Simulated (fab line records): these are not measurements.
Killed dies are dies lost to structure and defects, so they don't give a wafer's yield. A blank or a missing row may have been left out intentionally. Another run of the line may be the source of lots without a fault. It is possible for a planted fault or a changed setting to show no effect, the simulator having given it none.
fab line records / flow rit_cmos
record lots=15 wafers=45 last_day=7
route steps=202 shown GATE@89
lots with no fault: from the same line, run without faults
start_h: the number of hours between the record's first day and the start of the first shown wafer of the lot / wait_h: hours elapsed since this lot's preceding step / " the same as in the row above / L1.1+2: a row that stands for several wafers / - value missing, or start not given / * or withheld: withheld / < > ~ a bound
route shown NAME@n: names a module that has steps shown in the file, with the first one's number in the route / usual: mean/standard deviation taken from wafers without a fault / same: alike in all rows / chamber/n: place in a boat / sites: each site's reading / _std_site: their standard deviation / _edge_site: mean of outer sites minus mean of inner sites / radius_mm: how far each site lies from the wafer's centre / mask NAME#n: copy n / behind: the tool/chamber that last shaped the wafer / hold: why the lot was held/for how many hours/how that ended / device: transistor that didn't switch, given as n, p or np / end of line: at the end of the route, the tests of the same wafers / where a step has no rows: the recipe by itself / killed: dies that structure and defects cost at the first sort, which is not the same as the wafer's yield / map: a wafer's dies, marking killed ones x, the rest . and places with no die _
set.NAME: the setting as run; set.NAME@STEP: as run at that earlier step / model.NAME: the simulator's own value behind a step, which no gauge read
the route's steps for a sample of lots (tables are steps, rows are wafers)
services: from which hour (start_h, from the record's first day; less than 0 if before it) a tool's chamber was out of use, for how many hours, and why
## steps
# step RIT_GATE_EXPOSE_13
# recipe mask_id=M6 na=0.6 source_shape=conventional sigma_outer=0.6 target_cd_nm=150 dose_mj=380
# usual exposure_dose_mJ_cm2=377.8/0.37
lot.wafer=L799.1 tool=iline_stepper-02 chamber=0 start_h=36.20 wait_h=0.1 mask=M6#0 exposure_dose_mJ_cm2=377.7
lot.wafer=L799.3 tool=iline_stepper-02 chamber=0 start_h=36.20 wait_h=0.1 mask=M6#0 exposure_dose_mJ_cm2=378.1
lot.wafer=L799.6 tool=iline_stepper-02 chamber=0 start_h=36.20 wait_h=0.1 mask=M6#0 exposure_dose_mJ_cm2=377.6
lot.wafer=L802.1 tool=iline_stepper-02 chamber=0 start_h=52.38 wait_h=0.2 mask=M6#0 exposure_dose_mJ_cm2=377.3
lot.wafer=L802.3 tool=iline_stepper-02 chamber=0 start_h=52.38 wait_h=0.2 mask=M6#0 exposure_dose_mJ_cm2=377.5
lot.wafer=L802.4 tool=iline_stepper-02 chamber=0 start_h=52.38 wait_h=0.2 mask=M6#0 exposure_dose_mJ_cm2=377.7
lot.wafer=L803.1 tool=iline_stepper-01 chamber=0 start_h=56.43 wait_h=0.2 mask=M6#0 exposure_dose_mJ_cm2=377.9
lot.wafer=L803.3 tool=iline_stepper-01 chamber=0 start_h=56.43 wait_h=0.2 mask=M6#0 exposure_dose_mJ_cm2=377.1
lot.wafer=L803.4 tool=iline_stepper-01 chamber=0 start_h=56.43 wait_h=0.2 mask=M6#0 exposure_dose_mJ_cm2=377.7
lot.wafer=L804.2 tool=iline_stepper-01 chamber=0 start_h=60.58 wait_h=0.1 mask=M6#0 exposure_dose_mJ_cm2=377.7
lot.wafer=L804.3 tool=iline_stepper-01 chamber=0 start_h=60.58 wait_h=0.1 mask=M6#0 exposure_dose_mJ_cm2=377.6
lot.wafer=L804.4 tool=iline_stepper-01 chamber=0 start_h=60.58 wait_h=0.1 mask=M6#0 exposure_dose_mJ_cm2=377.6
lot.wafer=L805.3 tool=iline_stepper-01 chamber=0 start_h=65.49 wait_h=0.1 mask=M6#0 exposure_dose_mJ_cm2=378.4
lot.wafer=L805.5 tool=iline_stepper-01 chamber=0 start_h=65.49 wait_h=0.1 mask=M6#0 exposure_dose_mJ_cm2=377.9
lot.wafer=L805.6 tool=iline_stepper-01 chamber=0 start_h=65.49 wait_h=0.1 mask=M6#0 exposure_dose_mJ_cm2=377.9
lot.wafer=L806.1 tool=iline_stepper-02 chamber=0 start_h=71.14 wait_h=0.2 mask=M6#0 exposure_dose_mJ_cm2=377.8
lot.wafer=L806.5 tool=iline_stepper-02 chamber=0 start_h=71.14 wait_h=0.2 mask=M6#0 exposure_dose_mJ_cm2=378.1
lot.wafer=L806.6 tool=iline_stepper-02 chamber=0 start_h=71.14 wait_h=0.2 mask=M6#0 exposure_dose_mJ_cm2=378.3
lot.wafer=L810.1 tool=iline_stepper-01 chamber=0 start_h=92.89 wait_h=0.2 mask=M6#0 exposure_dose_mJ_cm2=378.4
lot.wafer=L810.2 tool=iline_stepper-01 chamber=0 start_h=92.89 wait_h=0.2 mask=M6#0 exposure_dose_mJ_cm2=377.6
lot.wafer=L810.4 tool=iline_stepper-01 chamber=0 start_h=92.89 wait_h=0.2 mask=M6#0 exposure_dose_mJ_cm2=378.1
lot.wafer=L811.1 tool=iline_stepper-02 chamber=0 start_h=95.81 wait_h=0.3 mask=M6#0 exposure_dose_mJ_cm2=402.7
lot.wafer=L811.5 tool=iline_stepper-02 chamber=0 start_h=95.81 wait_h=0.3 mask=M6#0 exposure_dose_mJ_cm2=403.1
lot.wafer=L811.6 tool=iline_stepper-02 chamber=0 start_h=95.81 wait_h=0.3 mask=M6#0 exposure_dose_mJ_cm2=403.5
lot.wafer=L813.1 tool=iline_stepper-02 chamber=0 start_h=108.70 wait_h=0.2 mask=M6#0 exposure_dose_mJ_cm2=398.0
lot.wafer=L813.3 tool=iline_stepper-02 chamber=0 start_h=108.70 wait_h=0.2 mask=M6#0 exposure_dose_mJ_cm2=397.8
lot.wafer=L813.6 tool=iline_stepper-02 chamber=0 start_h=108.70 wait_h=0.2 mask=M6#0 exposure_dose_mJ_cm2=398.1
lot.wafer=L814.1 tool=iline_stepper-02 chamber=0 start_h=111.50 wait_h=0.1 mask=M6#0 exposure_dose_mJ_cm2=394.6
lot.wafer=L814.4 tool=iline_stepper-02 chamber=0 start_h=111.50 wait_h=0.1 mask=M6#0 exposure_dose_mJ_cm2=394.9
lot.wafer=L814.6 tool=iline_stepper-02 chamber=0 start_h=111.50 wait_h=0.1 mask=M6#0 exposure_dose_mJ_cm2=394.8
lot.wafer=L815.1 tool=iline_stepper-01 chamber=0 start_h=117.19 wait_h=0.2 mask=M6#0 exposure_dose_mJ_cm2=378.2
lot.wafer=L815.3 tool=iline_stepper-01 chamber=0 start_h=117.19 wait_h=0.2 mask=M6#0 exposure_dose_mJ_cm2=378.3
lot.wafer=L815.6 tool=iline_stepper-01 chamber=0 start_h=117.19 wait_h=0.2 mask=M6#0 exposure_dose_mJ_cm2=377.6
lot.wafer=L817.2 tool=iline_stepper-01 chamber=0 start_h=126.72 wait_h=0.2 mask=M6#0 exposure_dose_mJ_cm2=377.6
lot.wafer=L817.4 tool=iline_stepper-01 chamber=0 start_h=126.72 wait_h=0.2 mask=M6#0 exposure_dose_mJ_cm2=377.5
lot.wafer=L817.5 tool=iline_stepper-01 chamber=0 start_h=126.72 wait_h=0.2 mask=M6#0 exposure_dose_mJ_cm2=377.9
lot.wafer=L818.1 tool=iline_stepper-01 chamber=0 start_h=132.42 wait_h=0.1 mask=M6#0 exposure_dose_mJ_cm2=377.9
lot.wafer=L818.2 tool=iline_stepper-01 chamber=0 start_h=132.42 wait_h=0.1 mask=M6#0 exposure_dose_mJ_cm2=377.7
lot.wafer=L818.4 tool=iline_stepper-01 chamber=0 start_h=132.42 wait_h=0.1 mask=M6#0 exposure_dose_mJ_cm2=377.7
lot.wafer=L820.3 tool=iline_stepper-01 chamber=0 start_h=141.90 wait_h=0.2 mask=M6#0 exposure_dose_mJ_cm2=377.8
lot.wafer=L820.4 tool=iline_stepper-01 chamber=0 start_h=141.90 wait_h=0.2 mask=M6#0 exposure_dose_mJ_cm2=377.7
lot.wafer=L820.6 tool=iline_stepper-01 chamber=0 start_h=141.90 wait_h=0.2 mask=M6#0 exposure_dose_mJ_cm2=377.8
lot.wafer=L821.2 tool=iline_stepper-01 chamber=0 start_h=146.98 wait_h=0.2 mask=M6#0 exposure_dose_mJ_cm2=378.4
lot.wafer=L821.4 tool=iline_stepper-01 chamber=0 start_h=146.98 wait_h=0.2 mask=M6#0 exposure_dose_mJ_cm2=378.6
lot.wafer=L821.5 tool=iline_stepper-01 chamber=0 start_h=146.98 wait_h=0.2 mask=M6#0 exposure_dose_mJ_cm2=377.8
# step RIT_GATE_CD_MEAS_16
# recipe target_cd_nm=150
# usual cd_nm=149.7/2.2
lot.wafer=L799.1 tool=cd_sem-02 chamber=- start_h=36.60 wait_h=- cd_nm=150.7
lot.wafer=L799.3 tool=cd_sem-02 chamber=- start_h=36.60 wait_h=- cd_nm=148.6
lot.wafer=L799.6 tool=cd_sem-02 chamber=- start_h=36.60 wait_h=- cd_nm=149.8
lot.wafer=L802.1 tool=cd_sem-01 chamber=- start_h=52.78 wait_h=- cd_nm=153.2
lot.wafer=L802.3 tool=cd_sem-01 chamber=- start_h=52.78 wait_h=- cd_nm=153.8
lot.wafer=L802.4 tool=cd_sem-01 chamber=- start_h=52.78 wait_h=- cd_nm=152.2
lot.wafer=L803.1 tool=cd_sem-01 chamber=- start_h=56.83 wait_h=- cd_nm=148.1
lot.wafer=L803.3 tool=cd_sem-01 chamber=- start_h=56.83 wait_h=- cd_nm=150.0
lot.wafer=L803.4 tool=cd_sem-01 chamber=- start_h=56.83 wait_h=- cd_nm=149.2
lot.wafer=L804.2 tool=cd_sem-02 chamber=- start_h=61.09 wait_h=- cd_nm=145.2
lot.wafer=L804.3 tool=cd_sem-02 chamber=- start_h=61.09 wait_h=- cd_nm=143.5
lot.wafer=L804.4 tool=cd_sem-02 chamber=- start_h=61.09 wait_h=- cd_nm=144.9
lot.wafer=L805.3 tool=cd_sem-01 chamber=- start_h=65.90 wait_h=- cd_nm=151.2
lot.wafer=L805.5 tool=cd_sem-01 chamber=- start_h=65.90 wait_h=- cd_nm=151.9
lot.wafer=L805.6 tool=cd_sem-01 chamber=- start_h=65.90 wait_h=- cd_nm=150.8
lot.wafer=L806.1 tool=cd_sem-02 chamber=- start_h=71.54 wait_h=- cd_nm=148.2
lot.wafer=L806.5 tool=cd_sem-02 chamber=- start_h=71.54 wait_h=- cd_nm=146.1
lot.wafer=L806.6 tool=cd_sem-02 chamber=- start_h=71.54 wait_h=- cd_nm=145.9
lot.wafer=L810.1 tool=cd_sem-01 chamber=- start_h=93.29 wait_h=- cd_nm=150.5
lot.wafer=L810.2 tool=cd_sem-01 chamber=- start_h=93.29 wait_h=- cd_nm=151.1
lot.wafer=L810.4 tool=cd_sem-01 chamber=- start_h=93.29 wait_h=- cd_nm=150.8
lot.wafer=L811.1 tool=cd_sem-01 chamber=- start_h=96.21 wait_h=- cd_nm=116.9
lot.wafer=L811.5 tool=cd_sem-01 chamber=- start_h=96.21 wait_h=- cd_nm=114.3
lot.wafer=L811.6 tool=cd_sem-01 chamber=- start_h=96.21 wait_h=- cd_nm=114.5
lot.wafer=L813.1 tool=cd_sem-02 chamber=- start_h=109.10 wait_h=- cd_nm=122.2
lot.wafer=L813.3 tool=cd_sem-02 chamber=- start_h=109.10 wait_h=- cd_nm=122.3
lot.wafer=L813.6 tool=cd_sem-02 chamber=- start_h=109.10 wait_h=- cd_nm=123.2
lot.wafer=L814.1 tool=cd_sem-02 chamber=- start_h=111.90 wait_h=- cd_nm=127.9
lot.wafer=L814.4 tool=cd_sem-02 chamber=- start_h=111.90 wait_h=- cd_nm=128.6
lot.wafer=L814.6 tool=cd_sem-02 chamber=- start_h=111.90 wait_h=- cd_nm=125.8
lot.wafer=L815.1 tool=cd_sem-01 chamber=- start_h=117.62 wait_h=- cd_nm=153.4
lot.wafer=L815.3 tool=cd_sem-01 chamber=- start_h=117.62 wait_h=- cd_nm=151.2
lot.wafer=L815.6 tool=cd_sem-01 chamber=- start_h=117.62 wait_h=- cd_nm=153.4
lot.wafer=L817.2 tool=cd_sem-01 chamber=- start_h=127.12 wait_h=- cd_nm=150.5
lot.wafer=L817.4 tool=cd_sem-01 chamber=- start_h=127.12 wait_h=- cd_nm=149.2
lot.wafer=L817.5 tool=cd_sem-01 chamber=- start_h=127.12 wait_h=- cd_nm=149.6
lot.wafer=L818.1 tool=cd_sem-01 chamber=- start_h=132.82 wait_h=- cd_nm=148.4
lot.wafer=L818.2 tool=cd_sem-01 chamber=- start_h=132.82 wait_h=- cd_nm=147.9
lot.wafer=L818.4 tool=cd_sem-01 chamber=- start_h=132.82 wait_h=- cd_nm=148.6
lot.wafer=L820.3 tool=cd_sem-02 chamber=- start_h=142.30 wait_h=- cd_nm=148.2
lot.wafer=L820.4 tool=cd_sem-02 chamber=- start_h=142.30 wait_h=- cd_nm=147.6
lot.wafer=L820.6 tool=cd_sem-02 chamber=- start_h=142.30 wait_h=- cd_nm=149.2
lot.wafer=L821.2 tool=cd_sem-01 chamber=- start_h=147.38 wait_h=- cd_nm=150.5
lot.wafer=L821.4 tool=cd_sem-01 chamber=- start_h=147.38 wait_h=- cd_nm=151.0
lot.wafer=L821.5 tool=cd_sem-01 chamber=- start_h=147.38 wait_h=- cd_nm=149.7
## services
tool=iline_stepper-01 chamber=- start_h=90.49 hours=1.7 kind=pm
tool=iline_stepper-02 chamber=- start_h=126.80 hours=1.7 kind=pm
## key
first_sign step=RIT_GATE_EXPOSE_13 reading=exposure_dose_mJ_cm2 direction=up sigmas=57 usual=377.8 struck=398.6
effect step=RIT_GATE_CD_MEAS_16 reading=cd_nm direction=down sigmas=12 usual=149.7 struck=121.7 through=control_loop
met_at RIT_GATE_EXPOSE_13
struck_lots L811,L813,L814
later_rows_left_out L811.1,L811.5,L811.6,L813.1,L813.3
sort_left_out L811.1,L811.5,L811.6,L813.1,L813.3,L813.6,L814.1,L814.4,L814.6
tester_left_out L811,L813,L814
loop_trim step=RIT_GATE_EXPOSE_13 setting=dose lots=L813,L814
onset_between 71.14 95.81
fault kind=process_parameter_drift tool=iline_stepper-02 chamber=- onset_h=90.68 steps=RIT_GATE_EXPOSE_13 channel=dose_mj offset=25.347 shape=step acts_in=these_recipes_only stated=380
# tester_left_out: of these lots the tester's yield and bins aren't shown, on N5 and GAA mostly nor the transistor test; their killed dies are dies lost to structure and defects alone, not to doping, threshold or leakage, so they don't give the yield
# sort_left_out: the simulated sort isn't trusted on such a fault, so these wafers' sort isn't shown, and their yield isn't known
# later_rows_left_out: the simulator's readings of these wafers behind a module that went badly wrong aren't trusted and aren't shown, but for the sort
# loop_trim: a control loop set the setting to another value than it would have without faults
